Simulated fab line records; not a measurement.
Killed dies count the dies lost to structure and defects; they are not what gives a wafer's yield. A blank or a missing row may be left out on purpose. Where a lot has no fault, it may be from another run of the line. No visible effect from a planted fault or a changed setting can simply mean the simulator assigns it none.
Split-lot trial + flow rit cmos + on a route of 202 steps: 5 lots, 23 wafers read

== ON THE SPLIT ==
At RIT_PLDD_IMPLANT_08, the setting energy kev was moved away from the recipe's 20 on 7 of the 23 wafers read, by -3.7% to +5.2%. The other wafers ran this setting at the recipe's value.

== FROM THE SPLIT TO THE READING: what the file shows between them, 7 steps ==
- RIT_PLDD_STRIP_09: strips in O2, time 180 s
- RIT_PLDD_TW_MEAS_10
- RIT_NSD_IMPLANT_08 (also split here: dose cm2)
- RIT_PSD_IMPLANT_08 (also split here: dose cm2)
- RIT_PSD_STRIP_09: strips in O2, time 180 s
- RIT_SDANNEAL_RTA_03: time 5 s
- RIT_SDANNEAL_RS_MEAS_05: measures by four-point-probe

== THE READING ==
PLDD_RS in ohm/sq, measured at RIT_SDANNEAL_RS_MEAS_06 by four-point-probe. Fault-free wafers of this fab line usually give 178.7 ohm/sq, standard deviation 0.47 ohm/sq.

| wafer  | tool, chamber at the split | energy kev as run | against the recipe | PLDD_RS, ohm/sq | against lot-mates on the recipe |
|--------|----------------------------|-------------------|--------------------|-----------------|---------------------------------|
| L080.1 | implanter-03, 0            | 20                | recipe             | 178.7           | -                               |
| L080.2 | implanter-03, 0            | 20                | recipe             | 179.0           | -                               |
| L080.4 | implanter-03, 0            | 20                | recipe             | 179.3           | -                               |
| L080.5 | implanter-03, 0            | 20                | recipe             | 179.5           | -                               |
| L080.6 | implanter-03, 0            | 20                | recipe             | 179.4           | -                               |
| L081.1 | implanter-02, 0            | 20                | recipe             | 178.4           | -                               |
| L081.2 | implanter-02, 0            | 19.25             | -3.7%              | 180.8           | +2.4                            |
| L081.3 | implanter-02, 0            | 20                | recipe             | 178.3           | -                               |
| L081.4 | implanter-02, 0            | 19.25             | -3.7%              | 181.1           | +2.7                            |
| L081.6 | implanter-02, 0            | 19.25             | -3.7%              | 180.6           | +2.2                            |
| L083.1 | implanter-02, 0            | 21.03             | +5.2%              | 176.3           | -2.2                            |
| L083.2 | implanter-02, 0            | 21.03             | +5.2%              | 175.3           | -3.2                            |
| L083.3 | implanter-02, 0            | 20                | recipe             | 178.3           | -                               |
| L083.5 | implanter-02, 0            | 20                | recipe             | 178.6           | -                               |
| L083.6 | implanter-02, 0            | 20                | recipe             | 178.7           | -                               |
| L084.1 | implanter-03, 0            | 20                | recipe             | 177.9           | -                               |
| L084.2 | implanter-03, 0            | 20.94             | +4.7%              | 174.6           | -3.3                            |
| L084.3 | implanter-03, 0            | 20                | recipe             | 177.9           | -                               |
| L084.5 | implanter-03, 0            | 20.94             | +4.7%              | 174.9           | -3.0                            |
| L084.6 | implanter-03, 0            | 20                | recipe             | 178.0           | -                               |
| L085.2 | implanter-03, 0            | 20                | recipe             | 178.9           | -                               |
| L085.3 | implanter-03, 0            | 20                | recipe             | 179.2           | -                               |
| L085.6 | implanter-03, 0            | 20                | recipe             | 179.2           | -                               |

THE FIT
A straight line over all 23 wafers: PLDD_RS changes by -0.648 ohm/sq for each +1% of energy kev; r = -0.94; the points scatter about the line by 0.58 ohm/sq.
The same after taking each lot's own level away (the mean of its wafers on the recipe; 23 wafers): -0.619 ohm/sq for each +1%; r = -0.98; scatter 0.3 ohm/sq.
Per that fit: largest energy kev move, reading shift of 3.2 ohm/sq.
The span of the lots' own levels, 177.93 to 179.18 ohm/sq, comes to 2.7 times the standard deviation stated above.
The two slopes agree, so the slope changes little with the lot-to-lot level.
Check: for one of the wafers moved furthest among these (+5.2%), held out of the fit, the line's prediction against its lot-mates is -3.4 ohm/sq. It came out at -2.23 ohm/sq against them.

== THESE WAFERS: OTHER SPLITS ==
Before the reading, these wafers also passed through other splits. Each is held against what the fit with the lots' levels taken away leaves over:
| other split on the same wafers  | wafers away from the commonest value | r with PLDD_RS (lot level and that fit taken away) |
|---------------------------------|--------------------------------------|----------------------------------------------------|
| RIT_NWELL_IMPLANT_08 energy kev | 12                                   | +0.08                                              |
| RIT_PRETRO_IMPLANT_08 dose cm2  | 10                                   | -0.12                                              |
| RIT_NSD_IMPLANT_08 dose cm2     | 7                                    | +0.25                                              |
| RIT_PSD_IMPLANT_08 dose cm2     | 6                                    | -0.01                                              |

== THE WHOLE CHAIN: every reading that the file lists as answering this split, in the file's order ==
| step                    | what it does                 | reading                                                         | change (the file's fit)                | r (the file's) |
|-------------------------|------------------------------|-----------------------------------------------------------------|----------------------------------------|----------------|
| RIT_PLDD_IMPLANT_08     |                              | implant.rp nm (the simulator's own value, which no gauge read)  | +0.136 nm for each +1% of the setting  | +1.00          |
| RIT_PLDD_IMPLANT_08     |                              | implant.drp nm (the simulator's own value, which no gauge read) | +0.0682 nm for each +1% of the setting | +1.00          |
| RIT_PLDD_TW_MEAS_10     |                              | PLDD_TW                                                         | +6.73 for each +1% of the setting      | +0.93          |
| RIT_SDANNEAL_RS_MEAS_06 | measures by four-point-probe | PLDD_RS                                                         | -0.616 for each +1% of the setting     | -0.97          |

== THE FILE'S OWN FIT ==
PLDD_RS changes by -0.616 ohm/sq for each +1% of energy kev, r = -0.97.
